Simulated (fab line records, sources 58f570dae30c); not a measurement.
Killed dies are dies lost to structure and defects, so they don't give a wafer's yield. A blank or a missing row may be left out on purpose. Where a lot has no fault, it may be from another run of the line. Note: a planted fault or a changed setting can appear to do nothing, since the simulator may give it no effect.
Which tool was responsible? -- flow berkeleyCmos170 -- Sampling: 14 lots, 42 wafers, 5 of 331 route steps

WHAT THE GAUGES READ, wafer by wafer
UCB170_WELLDRIVE_THK_MEAS_02.
lot,measured,on,WELLDRIVE_OXIDE_THK (nm)
L484,day 3 15:15,filmMetro-02,199 199 198
L486,day 4 02:08,filmMetro-01,196 195 197
L487,day 4 02:08,filmMetro-02,192 191 192
L490,day 4 11:36,filmMetro-01,208 202 204
L489,day 4 11:40,filmMetro-02,202 202 198
L498,day 6 07:45,filmMetro-02,199 198 198
L500,day 6 07:45,filmMetro-01,194 192 192
L499,day 6 12:49,filmMetro-02,202 199 200
L502,day 6 22:38,filmMetro-01,200 202 199
L503,day 7 10:02,filmMetro-02,199 201 205
L504,day 7 16:05,filmMetro-02,206 200 202
L505,day 7 23:44,filmMetro-04,201 206 200
L506,day 7 23:44,filmMetro-02,206 203 205
L507,day 8 10:58,filmMetro-02,197 196 194

UCB170_NLDD_CD_MEAS_06 targets a cd of 1200 nm.
lot,measured,on,cdNm (nm)
L484,day 6 06:28,cdSem-01,1198.0 1199.4 1199.3
L486,day 6 10:41,cdSem-02,1200.8 1200.1 1199.4
L487,day 6 10:25,cdSem-02,1198.2 1197.1 1197.9
L490,day 6 19:35,cdSem-02,1211.7 1212.0 1212.5 1211.7 1212.0 1212.7
L489,day 6 19:22,cdSem-01,1208.5 1208.5 1208.8 1208.5 1208.8 1208.6
L498,day 9 09:09,cdSem-02,1196.9 1197.4 1197.8
L500,day 9 09:37,cdSem-02,1201.0 1200.4 1201.9
L499,day 9 09:53,cdSem-01,1199.0 1200.1 1199.3
L502,day 9 21:57,cdSem-01,1200.5 1201.2 1201.5
L503,day 10 08:55,cdSem-01,1198.8 1200.1 1200.2
L504,day 10 09:08,cdSem-02,1198.9 1200.2 1200.7
L505,day 10 13:22,cdSem-01,1200.2 1201.6 1200.6
L506,day 10 14:05,cdSem-02,1199.1 1197.1 1197.4
L507,day 11 04:48,cdSem-02,1200.5 1199.9 1200.2

UCB170_PSD_OVL_MEAS_07.
lot,measured,on,PSD_OVL (nm)
L484,day 6 12:18,overlay-02,7 0 0
L486,day 6 16:59,overlay-02,3 8 4
L487,day 6 17:14,overlay-01,-6 -5 -3
L490,day 7 04:31,overlay-02,-3 6 0
L489,day 7 04:00,overlay-01,-4 1 7
L498,day 9 15:32,overlay-02,0 2 3
L500,day 9 15:44,overlay-02,5 5 6
L499,day 9 15:58,overlay-02,3 4 1
L502,day 10 03:29,overlay-02,-4 -12 -4
L503,day 10 15:38,overlay-02,6 -2 2
L504,day 10 15:43,overlay-02,3 -1 -1
L505,day 10 18:49,overlay-02,1 -7 -3
L506,day 10 18:56,overlay-02,-6 -6 0
L507,day 11 12:14,overlay-02,9 -1 2

UCB170_M1_CD_MEAS_09 targets a cd of 700 nm.
lot,measured,on,cdNm (nm)
L484,day 7 01:31,cdSem-02,700.4 700.9 701.2
L486,day 7 04:17,cdSem-01,701.3 701.9 700.6
L487,day 7 05:09,cdSem-02,698.7 698.3 698.7
L490,day 7 16:30,cdSem-01,700.4 701.3 700.1
L489,day 7 16:28,cdSem-02,702.5 700.2 703.0
L498,day 10 01:51,cdSem-02,700.6 700.2 701.3
L500,day 10 01:58,cdSem-02,698.5 699.0 699.1
L499,day 10 03:14,cdSem-02,698.6 698.7 699.2
L502,day 10 16:59,cdSem-02,701.2 700.9 700.1
L503,day 11 02:23,cdSem-01,700.4 700.9 700.9
L504,day 11 02:40,cdSem-01,698.7 699.7 699.9
L505,day 11 08:26,cdSem-01,701.0 701.3 700.8
L506,day 11 08:50,cdSem-02,698.3 696.2 696.8
L507,day 12 02:08,cdSem-02,699.6 700.4 701.4

WHICH TOOL RAN EACH LOT (tool, then ch and the chambers of the sampled wafers, then the start)
lot,UCB170_NLDD_PEB_04
L484,"lithoTrack-04 ch 0, day 6 06:11"
L486,"lithoTrack-01 ch 0, day 6 10:25"
L487,"lithoTrack-02 ch 0, day 6 10:08"
L490,"lithoTrack-02 ch 0, day 6 19:16"
L489,"lithoTrack-02 ch 0, day 6 18:59"
L498,"lithoTrack-04 ch 0, day 9 08:53"
L500,"lithoTrack-01 ch 0, day 9 09:21"
L499,"lithoTrack-01 ch 0, day 9 09:37"
L502,"lithoTrack-04 ch 0, day 9 21:41"
L503,"lithoTrack-02 ch 0, day 10 08:38"
L504,"lithoTrack-04 ch 0, day 10 08:52"
L505,"lithoTrack-01 ch 0, day 10 13:05"
L506,"lithoTrack-04 ch 0, day 10 13:49"
L507,"lithoTrack-04 ch 0, day 11 04:32"
- UCB170_NLDD_PEB_04

AS READ BY THE TOOLS THEMSELVES (means over the sampled wafers that have a number; for cases with no such wafer, the mark the record gives instead)
The record holds no such reading with a usual standard deviation.

THE ANSWER, worked out from the rows above alone
Rule: what is usual is taken from the lots themselves. Put in order of their means at a reading, lots are off if they are a third of the lots or fewer, leave a main group of 4 or more, and stand apart from it by a gap of 3 or more times the standard deviation of the main group's means; of several such gaps the widest counts. Not used: any main group whose means are identical at the precision the tables above print for the reading. A lot without any number at a reading at which 4 lots or more have one is off too. Any other lot the step has rows for is counted as sound. Order of review: gauges by route order, followed by the tools' own readings, for which a lot's mean as printed above is used. At the first step where some lot is off, the reading lying furthest off is the one used; lots without a number count as furthest.
Off at UCB170_NLDD_CD_MEAS_06 (cdNm): L490, L489. The main group: mean 1199.5 nm, standard deviation 1.2.
A tool fits if, at a process step before that reading, it ran every lot that is off, and no sound lot after the first of them. Those tools and the gauges at UCB170_NLDD_CD_MEAS_06 are tried in the same way. Not one of the candidates tried fits.

WHAT THE SIMULATOR HAD INSERTED
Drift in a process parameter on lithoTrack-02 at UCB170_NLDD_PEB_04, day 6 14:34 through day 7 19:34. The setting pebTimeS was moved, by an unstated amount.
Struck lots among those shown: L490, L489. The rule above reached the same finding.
